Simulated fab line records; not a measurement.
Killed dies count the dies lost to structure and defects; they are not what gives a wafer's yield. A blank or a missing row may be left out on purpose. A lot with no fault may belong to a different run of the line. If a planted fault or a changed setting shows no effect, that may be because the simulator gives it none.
fab line records	flow ritCmos
record: lots: 6	wafers: 18	lastDay: 7
route steps=202 shown PWELL@49 WELLDRIVE@50 NWELL@51 NRETRO@53 PRETRO@64 GATE@75 FOX2@80 M1@202
lots with no fault: from the same line, run without faults
startH: hours from the record's first day to the start of the lot's first wafer shown	waitH: hours from the lot's prior step to this one	" repeats the value in the row above	L1.1+2: several wafers, shown together as one row	- either no value or no given start	* or withheld: withheld	< > ~ a bound
route shown NAME@n: names a module that has steps shown in the file, with the first one's number in the route	usual: mean/standard deviation taken from wafers without a fault	same: alike in all rows	chamber/n: place in a boat	sites: readings site by site	_std_site: how widely they spread, as a standard deviation	_edge_site: mean of outer sites minus mean of inner sites	radiusMm: how far each site lies from the wafer's centre	mask NAME#n: copy n	behind: the tool/chamber that last shaped the wafer	hold: the reason the lot was held/the length of the hold in hours/how it ended	device: names the non-switching transistor (n, p or np)	end of line: tests run on the same wafers once the route is complete	a step without rows: its recipe alone	killed: the dies lost at the first sort to structure and to defects; this is not the yield of the wafer	map: a wafer's dies, x killed, . not, _ none there
set.NAME: setting as actually run; set.NAME@STEP: the setting as run at that earlier step	model.NAME: the simulator's own value behind a step, which no gauge read
lots at some steps of the route; a table a step, a row a wafer
services: a tool's chamber out of use, with start hour (startH, from the record's first day; less than 0 if before it), hours out, and reason
== steps ==
step: RIT_PWELL_TW_MEAS_10
usual: PWELL_TW: 954/6.3
lot.wafer	tool	chamber	startH	waitH	PWELL_TW
L191.1	filmMetro-03	-	58.77	0.1	945
L191.2	"	-	"	"	942
L191.6	"	-	"	"	944
L200.1	filmMetro-01	-	102.92	0.1	953
L200.3	"	-	"	"	952
L200.4	"	-	"	"	951
L201.2	filmMetro-03	-	108.98	0.1	954
L201.5	"	-	"	"	960
L201.6	"	-	"	"	956
L204.2	filmMetro-03	-	124.93	0.1	949
L204.4	"	-	"	"	956
L204.5	"	-	"	"	953
L205.1	filmMetro-04	-	129.79	0.1	959
L205.3	"	-	"	"	955
L205.6	"	-	"	"	959
L206.1	filmMetro-03	-	134.11	0.1	951
L206.3	"	-	"	"	944
L206.5	"	-	"	"	943
step: RIT_WELLDRIVE_ANNEAL_00
recipe: tempC: 1100	timeS: 14700	ambient: N2
step: RIT_WELLDRIVE_RS_MEAS_01
recipe: thkMeasGauge: four-point-probe
usual: NWELL_RS: 275.6/0.83
lot.wafer	tool	chamber	startH	waitH	NWELL_RS[ohm/sq]
L191.1	filmMetro-03	-	64.15	0.0	275.4
L191.2	"	-	"	"	276.2
L191.6	"	-	"	"	276.0
L200.1	filmMetro-04	-	108.07	0.0	275.3
L200.3	"	-	"	"	274.3
L200.4	"	-	"	"	274.5
L201.2	filmMetro-03	-	114.13	0.0	274.9
L201.5	"	-	"	"	276.2
L201.6	"	-	"	"	276.4
L204.2	filmMetro-03	-	130.09	0.0	275.3
L204.4	"	-	"	"	274.7
L204.5	"	-	"	"	275.7
L205.1	filmMetro-04	-	134.94	0.0	275.5
L205.3	"	-	"	"	276.6
L205.6	"	-	"	"	274.7
L206.1	filmMetro-03	-	139.94	0.0	275.3
L206.3	"	-	"	"	274.3
L206.5	"	-	"	"	274.9
step: RIT_WELLDRIVE_RS_MEAS_02
recipe: thkMeasGauge: four-point-probe
usual: PWELL_RS: 429.4/1.2
lot.wafer	tool	chamber	startH	waitH	PWELL_RS[ohm/sq]
L191.1	filmMetro-03	-	64.27	0.1	431.4
L191.2	"	-	"	"	430.5
L191.6	"	-	"	"	430.2
L200.1	filmMetro-04	-	108.19	0.1	427.3
L200.3	"	-	"	"	428.8
L200.4	"	-	"	"	429.7
L201.2	filmMetro-03	-	114.25	0.1	426.4
L201.5	"	-	"	"	425.4
L201.6	"	-	"	"	426.7
L204.2	filmMetro-03	-	130.21	0.1	428.1
L204.4	"	-	"	"	428.2
L204.5	"	-	"	"	428.5
L205.1	filmMetro-04	-	135.06	0.1	428.9
L205.3	"	-	"	"	429.8
L205.6	"	-	"	"	428.5
L206.1	filmMetro-03	-	140.06	0.1	428.5
L206.3	"	-	"	"	428.7
L206.5	"	-	"	"	429.7
step: RIT_NRETRO_HMDS_00
recipe: primeTimeS: 60	primeTempC: 140
step: RIT_NRETRO_COAT_01
recipe: resist: NOVOLAK	spinRpm: 2000	resistThkNm: 1300
step: RIT_NRETRO_SOFTBAKE_02
recipe: resist: NOVOLAK	tempC: 90	timeS: 60
step: RIT_NRETRO_EXPOSE_03
recipe: maskId: M4	na: 0.57	targetCdNm: 43900	doseMj: 250
step: RIT_NRETRO_PEB_04
recipe: resist: NOVOLAK	tempC: withheld	timeS: withheld
step: RIT_NRETRO_DEVELOP_05
recipe: resist: NOVOLAK	developTimeS: 68	devTempC: 23
step: RIT_NRETRO_OVL_MEAS_06
usual: NRETRO_OVL: 0.2/1.3
lot.wafer	tool	chamber	startH	waitH	NRETRO_OVL[nm]
L191.1	overlay-01	-	65.40	-	-1.9
L191.2	"	-	"	"	-0.7
L191.6	"	-	"	"	-1.4
L200.1	overlay-01	-	109.19	-	0.8
L200.3	"	-	"	"	-1.0
L200.4	"	-	"	"	1.5
L201.2	overlay-02	-	115.37	-	-0.7
L201.5	"	-	"	"	-0.2
L201.6	"	-	"	"	2.8
L204.2	overlay-02	-	131.19	-	0.6
L204.4	"	-	"	"	0.6
L204.5	"	-	"	"	0.2
L205.1	overlay-02	-	136.18	-	1.8
L205.3	"	-	"	"	1.8
L205.6	"	-	"	"	3.1
L206.1	overlay-02	-	141.06	-	0.2
L206.3	"	-	"	"	-1.7
L206.5	"	-	"	"	-1.9
step: RIT_NRETRO_HARDBAKE_07
recipe: resist: NOVOLAK	tempC: 140	timeS: 120
step: RIT_NRETRO_IMPLANT_08
recipe: species: P	energyKev: 70	doseCm2: 1e+13	tiltDeg: 7
lot.wafer	tool	chamber	startH	waitH
L191.1+2+6	implanter-03	0	65.69	0.2
L200.1+3+4	implanter-01	0	109.47	0.2
L201.2+5+6	implanter-01	0	115.67	0.2
L204.2+4+5	implanter-01	0	131.50	0.2
L205.1+3+6	implanter-01	0	136.47	0.2
L206.1+3+5	implanter-01	0	145.00	3.9
step: RIT_NRETRO_STRIP_09
recipe: chemistry: O2	timeS: 180	resist: NOVOLAK	platenTempC: withheld	powerW: 500	pressureMtorr: 4000	o2FlowSccm: 4000
usual: drypumpMotorCurrentA: 5.9/0.55
lot.wafer	tool	chamber	startH	waitH	drypumpMotorCurrentA	rfHoursCounterH
L191.1	plasmaAsher-01	1	65.84	0.1	5.1	43
L191.2	"	0	"	"	6.6	43
L191.6	"	1	"	"	5.0	-
L200.1	plasmaAsher-03	0	109.62	0.1	6.4	45
L200.3	"	0	"	"	6.5	-
L200.4	"	1	"	"	5.6	-
L201.2	plasmaAsher-03	0	115.80	0.1	6.5	46
L201.5	"	0	"	"	6.4	-
L201.6	"	1	"	"	5.6	-
L204.2	plasmaAsher-01	0	131.62	0.1	6.6	49
L204.4	"	1	"	"	5.1	-
L204.5	"	0	"	"	6.6	-
L205.1	plasmaAsher-03	0	136.62	0.1	6.4	48
L205.3	"	0	"	"	6.5	-
L205.6	"	0	"	"	6.5	-
L206.1	plasmaAsher-04	1	145.15	0.1	5.4	3
L206.3	"	1	"	"	5.4	-
L206.5	"	0	"	"	6.1	-
step: RIT_NRETRO_TW_MEAS_10
usual: NRETRO_TW: 1052/7.6
lot.wafer	tool	chamber	startH	waitH	NRETRO_TW
L191.1	filmMetro-02	-	66.01	0.1	1049
L191.2	"	-	"	"	1042
L191.6	"	-	"	"	1047
L200.1	filmMetro-01	-	109.80	0.1	1052
L200.3	"	-	"	"	1049
L200.4	"	-	"	"	1050
L201.2	filmMetro-01	-	115.98	0.1	1050
L201.5	"	-	"	"	1043
L201.6	"	-	"	"	1044
L204.2	filmMetro-01	-	131.81	0.1	1046
L204.4	"	-	"	"	1045
L204.5	"	-	"	"	1044
L205.1	filmMetro-01	-	136.79	0.1	1033
L205.3	"	-	"	"	1036
L205.6	"	-	"	"	1036
L206.1	filmMetro-04	-	145.33	0.1	1045
L206.3	"	-	"	"	1053
L206.5	"	-	"	"	1052
step: RIT_PRETRO_HMDS_00
recipe: primeTimeS: 60	primeTempC: 140
step: RIT_PRETRO_COAT_01
recipe: resist: NOVOLAK	spinRpm: 2000	resistThkNm: 1300
step: RIT_PRETRO_SOFTBAKE_02
recipe: resist: NOVOLAK	tempC: 90	timeS: 60
step: RIT_PRETRO_EXPOSE_03
recipe: maskId: M5	na: 0.57	targetCdNm: 43700	doseMj: 250
step: RIT_PRETRO_PEB_04
recipe: resist: NOVOLAK	tempC: withheld	timeS: withheld
step: RIT_PRETRO_DEVELOP_05
recipe: resist: NOVOLAK	developTimeS: 68	devTempC: 23
step: RIT_PRETRO_OVL_MEAS_06
usual: PRETRO_OVL: -0.6/1.5
lot.wafer	tool	chamber	startH	waitH	PRETRO_OVL[nm]
L191.1	overlay-01	-	67.08	-	-0.9
L191.2	"	-	"	"	1.0
L191.6	"	-	"	"	-1.1
L200.1	overlay-02	-	110.86	-	-0.1
L200.3	"	-	"	"	-1.6
L200.4	"	-	"	"	0.6
L201.2	overlay-02	-	116.92	-	0.7
L201.5	"	-	"	"	2.0
L201.6	"	-	"	"	3.0
L204.2	overlay-02	-	132.87	-	0.4
L204.4	"	-	"	"	0.1
L204.5	"	-	"	"	0.3
L205.1	overlay-02	-	137.86	-	0.4
L205.3	"	-	"	"	-1.1
L205.6	"	-	"	"	1.4
L206.1	overlay-02	-	146.27	-	-0.5
L206.3	"	-	"	"	0.1
L206.5	"	-	"	"	0.3
step: RIT_PRETRO_HARDBAKE_07
recipe: resist: NOVOLAK	tempC: 140	timeS: 120
step: RIT_PRETRO_IMPLANT_08
recipe: species: B	energyKev: 45	doseCm2: 1.2e+13	tiltDeg: 7
step: RIT_PRETRO_STRIP_09
recipe: chemistry: O2	timeS: 180	resist: NOVOLAK	platenTempC: withheld	powerW: 500	pressureMtorr: 4000	o2FlowSccm: 4000
usual: drypumpMotorCurrentA: 6.0/0.53
lot.wafer	tool	chamber	startH	waitH	drypumpMotorCurrentA	rfHoursCounterH
L191.1	plasmaAsher-01	0	67.51	0.1	6.6	43
L191.2	"	1	"	"	5.1	43
L191.6	"	1	"	"	5.1	-
L200.1	plasmaAsher-02	0	111.30	0.1	6.1	33
L200.3	"	1	"	"	6.4	-
L200.4	"	0	"	"	6.1	-
L201.2	plasmaAsher-03	0	117.35	0.1	6.4	46
L201.5	"	1	"	"	5.6	-
L201.6	"	0	"	"	6.4	-
L204.2	plasmaAsher-01	1	133.30	0.1	5.1	50
L204.4	"	1	"	"	5.1	-
L204.5	"	0	"	"	6.6	-
L205.1	plasmaAsher-03	0	138.30	0.1	6.5	49
L205.3	"	1	"	"	5.6	-
L205.6	"	1	"	"	5.6	-
L206.1	plasmaAsher-02	1	146.73	0.1	6.4	37
L206.3	"	1	"	"	6.4	-
L206.5	"	1	"	"	6.4	-
step: RIT_PRETRO_TW_MEAS_10
usual: PRETRO_TW: 475.4/3
lot.wafer	tool	chamber	startH	waitH	PRETRO_TW
L191.1	filmMetro-03	-	67.69	0.1	472.9
L191.2	"	-	"	"	470.9
L191.6	"	-	"	"	470.0
L200.1	filmMetro-04	-	111.47	0.1	479.3
L200.3	"	-	"	"	479.7
L200.4	"	-	"	"	478.2
L201.2	filmMetro-03	-	117.53	0.1	477.9
L201.5	"	-	"	"	477.7
L201.6	"	-	"	"	476.4
L204.2	filmMetro-03	-	133.48	0.1	476.0
L204.4	"	-	"	"	475.5
L204.5	"	-	"	"	473.5
L205.1	filmMetro-03	-	138.47	0.1	472.5
L205.3	"	-	"	"	472.2
L205.6	"	-	"	"	476.5
L206.1	filmMetro-04	-	146.91	0.1	477.1
L206.3	"	-	"	"	479.3
L206.5	"	-	"	"	476.7
step: RIT_GATE_WET_ETCH_00
recipe: chemistry: BOE	target: SiO2	targetDepthNm: 56	timeS: 60	dry: n2Spin	dilution: 10:1	tempC: 21.5
step: RIT_GATE_CLEAN_01
recipe: chemistry: SC1	mix: 3:3:50	timeS: 600	tempC: 75
step: RIT_GATE_CLEAN_02
recipe: chemistry: dHF	dilution: 50:1	timeS: 30
step: RIT_GATE_CLEAN_03
recipe: chemistry: SC2	mix: 3:3:50	timeS: 600	tempC: 75	dry: n2Spin
step: RIT_GATE_CLEAN_04
recipe: chemistry: dHF	dilution: 50:1	timeS: 60	dry: n2Spin
step: RIT_FOX2_THK_MEAS_91
recipe: reads: SiO2_of_FOX2_OXIDATION_00
usual: FIELD_OXIDE_LEFT_2_THK: 255/6.6
lot.wafer	tool	chamber	startH	waitH	FIELD_OXIDE_LEFT_2_THK[nm]
L191.1	filmMetro-03	-	68.16	0.0	257
L191.2	"	-	"	"	262
L191.6	"	-	"	"	260
L200.1	filmMetro-01	-	111.95	0.0	249
L200.3	"	-	"	"	252
L200.4	"	-	"	"	250
L201.2	filmMetro-03	-	118.18	0.0	261
L201.5	"	-	"	"	262
L201.6	"	-	"	"	264
L204.2	filmMetro-02	-	133.99	0.0	255
L204.4	"	-	"	"	252
L204.5	"	-	"	"	248
L205.1	filmMetro-03	-	138.98	0.0	250
L205.3	"	-	"	"	246
L205.6	"	-	"	"	251
L206.1	filmMetro-01	-	147.42	0.0	244
L206.3	"	-	"	"	243
L206.5	"	-	"	"	248
step: RIT_GATE_OXIDATION_05
recipe: tempC: 900	ambient: O2	targetThkA: 30	oxTimeS: 270
step: RIT_GATE_ANNEAL_06
recipe: tempC: 900	timeS: 600	ambient: N2O
step: RIT_GATE_THK_MEAS_07
recipe: reads: SiO2_of_GATE_OXIDATION_05
usual: GATE_OXIDE_THK: 3.05/0.06
lot.wafer	tool	chamber	startH	waitH	GATE_OXIDE_THK[nm]
L191.1	filmMetro-02	-	69.71	0.0	3.11
L191.2	"	-	"	"	3.17
L191.6	"	-	"	"	3.10
L200.1	filmMetro-03	-	113.34	0.0	3.15
L200.3	"	-	"	"	3.07
L200.4	"	-	"	"	3.08
L201.2	filmMetro-01	-	120.13	0.0	3.07
L201.5	"	-	"	"	3.04
L201.6	"	-	"	"	3.07
L204.2	filmMetro-02	-	135.37	0.0	2.94
L204.4	"	-	"	"	3.05
L204.5	"	-	"	"	3.01
L205.1	filmMetro-01	-	140.37	0.0	2.93
L205.3	"	-	"	"	3.01
L205.6	"	-	"	"	2.96
L206.1	filmMetro-01	-	148.80	0.0	3.15
L206.3	"	-	"	"	3.00
L206.5	"	-	"	"	3.14
step: RIT_GATE_CVD_08
recipe: material: poly-Si	targetThkNm: 250	tempC: 610	precursor: SiH4	timeS: 2220	pressureMtorr: 300	sih4FlowSccm: 100
step: RIT_GATE_THK_MEAS_09
recipe: reads: poly-Si_of_GATE_CVD_08
usual: GATE_POLY_THK: 250.4/2.4
lot.wafer	tool	chamber	startH	waitH	GATE_POLY_THK[nm]
L191.1	filmMetro-02	-	71.39	0.0	251.5
L191.2	"	-	"	"	251.0
L191.6	"	-	"	"	253.0
L200.1	filmMetro-03	-	115.01	0.0	248.4
L200.3	"	-	"	"	250.1
L200.4	"	-	"	"	249.7
L201.2	filmMetro-02	-	123.09	0.0	248.8
L201.5	"	-	"	"	248.8
L201.6	"	-	"	"	248.8
L204.2	filmMetro-03	-	137.05	0.0	250.6
L204.4	"	-	"	"	252.7
L204.5	"	-	"	"	250.4
L205.1	filmMetro-03	-	142.04	0.0	250.4
L205.3	"	-	"	"	250.9
L205.6	"	-	"	"	251.7
L206.1	filmMetro-03	-	150.48	0.0	249.6
L206.3	"	-	"	"	250.7
L206.5	"	-	"	"	250.2
step: RIT_GATE_HMDS_10
recipe: primeTimeS: 60	primeTempC: 140
step: RIT_GATE_COAT_11
recipe: resist: NOVOLAK	spinRpm: 4250	resistThkNm: 850
step: RIT_GATE_SOFTBAKE_12
recipe: resist: NOVOLAK	tempC: 90	timeS: 60
step: RIT_GATE_EXPOSE_13
recipe: maskId: M6	na: 0.6	sourceShape: conventional	sigmaOuter: 0.6	targetCdNm: 150	doseMj: 380
step: RIT_GATE_PEB_14
recipe: resist: NOVOLAK	tempC: withheld	timeS: withheld
step: RIT_M1_PROBE_99
usual: killedAtFrontEnd: 8/3.3	killedDies: 8/3.3	killedOpen: 3.9/2.1	killedShort: 3.8/2.2
same: grossDies: 264	killed_at_M0_to_M3: 0	killed_at_M4_up: 0	killedAtBackSide: 0	killedAtContacts: 0	killedAtOther: 0
lot.wafer	tool	chamber	startH	waitH	killedAtFrontEnd	killedDies	killedOpen	killedShort	model.etest.pmos_0p15.driveUaUmRange	model.etest.pmos_0p15.vtVRange	model.etest.diodePplusNwell.cjFfUm2Range
L191.1	prober-01	-	95.94	0.1	6	6	3	3	2.966	0.007683	0.03207
L191.2	prober-01	-	95.99	0.1	10	10	3	7	4.507	0.004133	0.02245
L191.6	prober-01	-	96.19	0.2	3	3	2	1	3.046	0.005467	0.03493
L200.1	prober-02	-	138.47	0.1	16	16	5	11	3.963	0.007126	0.04204
L200.3	prober-02	-	138.57	0.2	6	6	5	1	5.532	0.005285	0.0497
L200.4	prober-02	-	138.62	0.2	5	5	2	3	3.989	0.005796	0.05741
L201.2	prober-01	-	146.01	0.1	9	9	3	6	3.462	0.005582	0.02635
L201.5	prober-01	-	146.16	0.2	6	6	4	2	5.045	0.004965	0.03924
L201.6	prober-01	-	146.21	0.2	8	8	2	6	6.108	0.005649	0.03262
L204.2	prober-02	-	158.85	0.1	14	14	8	6	4.641	0.007557	0.02683
L204.4	prober-02	-	158.95	0.2	11	11	4	7	5.519	0.005892	0.01986
L204.5	prober-02	-	159.00	0.2	5	5	2	3	5.445	0.006626	0.03762
L205.1	prober-01	-	163.69	0.1	10	10	4	6	20.32	0.0387	0.03074
L205.3	prober-01	-	163.79	0.2	11	11	5	6	16.4	0.0401	0.04157
L205.6	prober-01	-	163.94	0.2	7	7	4	3	15.9	0.04541	0.05073
L206.1	prober-02	-	173.74	0.1	8	8	3	4	19.14	0.04255	0.04106
L206.3	prober-02	-	173.84	0.2	6	6	3	3	21.04	0.04353	0.05035
L206.5	prober-02	-	173.94	0.2	6	6	3	3	18.34	0.04284	0.04627
killed by level:class
L191.1 GATE:geometricParticle:short=3 GATE:geometricParticle:open=3
L191.2 GATE:geometricParticle:short=4 GATE:geometricParticle:open=3 FOX1:geometricParticle:short=1 REOX:geometricParticle:short=1 SPACER:geometricParticle:short=1
L191.6 FOX1:geometricParticle:open=1 REOX:geometricParticle:open=1 SPACER:geometricParticle:short=1
L200.1 GATE:geometricParticle:short=4 FOX1:geometricParticle:open=3 SILICIDE:geometricParticle:short=3 GATE:geometricParticle:open=2 FOX1:geometricParticle:short=2 SPACER:geometricParticle:short=2
L200.3 SPACER:geometricParticle:open=3 FOX2:geometricParticle:open=1 REOX:geometricParticle:open=1 SPACER:geometricParticle:short=1
L200.4 GATE:geometricParticle:open=2 GATE:geometricParticle:short=2 SPACER:geometricParticle:short=1
L201.2 FOX1:geometricParticle:short=2 GATE:geometricParticle:open=2 GATE:geometricParticle:short=2 SILICIDE:geometricParticle:short=2 SILICIDE:geometricParticle:open=1
L201.5 GATE:geometricParticle:open=2 GATE:geometricParticle:short=2 FOX2:geometricParticle:open=1 SPACER:geometricParticle:open=1
L201.6 GATE:geometricParticle:short=2 REOX:geometricParticle:short=2 SPACER:geometricParticle:short=2 GATE:geometricParticle:open=1 SPACER:geometricParticle:open=1
L204.2 FOX1:geometricParticle:open=3 GATE:geometricParticle:open=3 FOX1:geometricParticle:short=2 GATE:geometricParticle:short=2 REOX:geometricParticle:open=1 REOX:geometricParticle:short=1 SILICIDE:geometricParticle:short=1 SILICIDE:geometricParticle:open=1
L204.4 SILICIDE:geometricParticle:short=3 SILICIDE:geometricParticle:open=3 SPACER:geometricParticle:short=2 FOX1:geometricParticle:short=1 GATE:geometricParticle:short=1 SPACER:geometricParticle:open=1
L204.5 FOX1:geometricParticle:open=2 GATE:geometricParticle:short=2 SILICIDE:geometricParticle:short=1
L205.1 GATE:geometricParticle:short=2 REOX:geometricParticle:short=2 SILICIDE:geometricParticle:open=2 FOX2:geometricParticle:open=1 FOX2:geometricParticle:short=1 GATE:geometricParticle:open=1 SPACER:geometricParticle:short=1
L205.3 FOX2:geometricParticle:short=2 GATE:geometricParticle:open=2 REOX:geometricParticle:open=2 FOX1:geometricParticle:short=1 GATE:geometricParticle:short=1 SPACER:geometricParticle:short=1 SILICIDE:geometricParticle:open=1 SILICIDE:geometricParticle:short=1
L205.6 GATE:geometricParticle:open=2 FOX1:geometricParticle:open=1 GATE:geometricParticle:short=1 REOX:geometricParticle:open=1 SPACER:geometricParticle:short=1 SILICIDE:geometricParticle:short=1
L206.1 GATE:geometricParticle:short=3 FOX2:geometricParticle:short=1 FOX2:geometricParticle:open=1 GATE:geometricParticle:open=1 SILICIDE:geometricParticle:open=1 PWELL:coatMicrobubblePrinted=1
L206.3 GATE:geometricParticle:open=2 FOX1:geometricParticle:short=1 GATE:geometricParticle:short=1 REOX:geometricParticle:short=1 SPACER:geometricParticle:open=1
L206.5 GATE:geometricParticle:short=2 FOX1:geometricParticle:open=1 GATE:geometricParticle:open=1 REOX:geometricParticle:short=1 SILICIDE:geometricParticle:open=1
== services ==
tool	chamber	startH	hours	kind
implanter-01	-	53.08	16.3	pm
implanter-03	-	69.36	92.4	pm
plasmaAsher-03	-	99.70	4.1	repair
plasmaAsher-04	-	108.75	9.0	pm
plasmaAsher-04	0	108.75	9.0	ventCycle
plasmaAsher-04	1	108.75	9.0	ventCycle
plasmaAsher-01	-	112.34	9.9	pm
plasmaAsher-04	0	117.75	-	clean
plasmaAsher-04	1	117.75	-	clean
implanter-01	-	133.72	1.7	repair
implanter-01	-	141.19	3.8	repair
== key ==
firstSign none at tools or gauges
modelEffect: step: RIT_M1_PROBE_99	value: etest.pmos_0p15.driveUaUmRange	without: 4.568	struck: 18.52
metAt RIT_NRETRO_IMPLANT_08
struckWafers L205.1,L205.3,L205.6,L206.1,L206.3,L206.5
testerLeftOut L205,L206
onsetBetween 131.50 136.47
alsoFits time
fault: kind: processParameterDrift	tool: implanter-01	chamber: -	onsetH: 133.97	steps: RIT_NRETRO_IMPLANT_08	channel: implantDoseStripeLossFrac	offset: 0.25	shape: step	endH: 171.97
testerLeftOut: of these lots the tester's yield and bins aren't shown, on N5 and GAA mostly nor the transistor test; their killed dies are dies lost to structure and defects alone, not to doping, threshold or leakage, so they don't give the yield
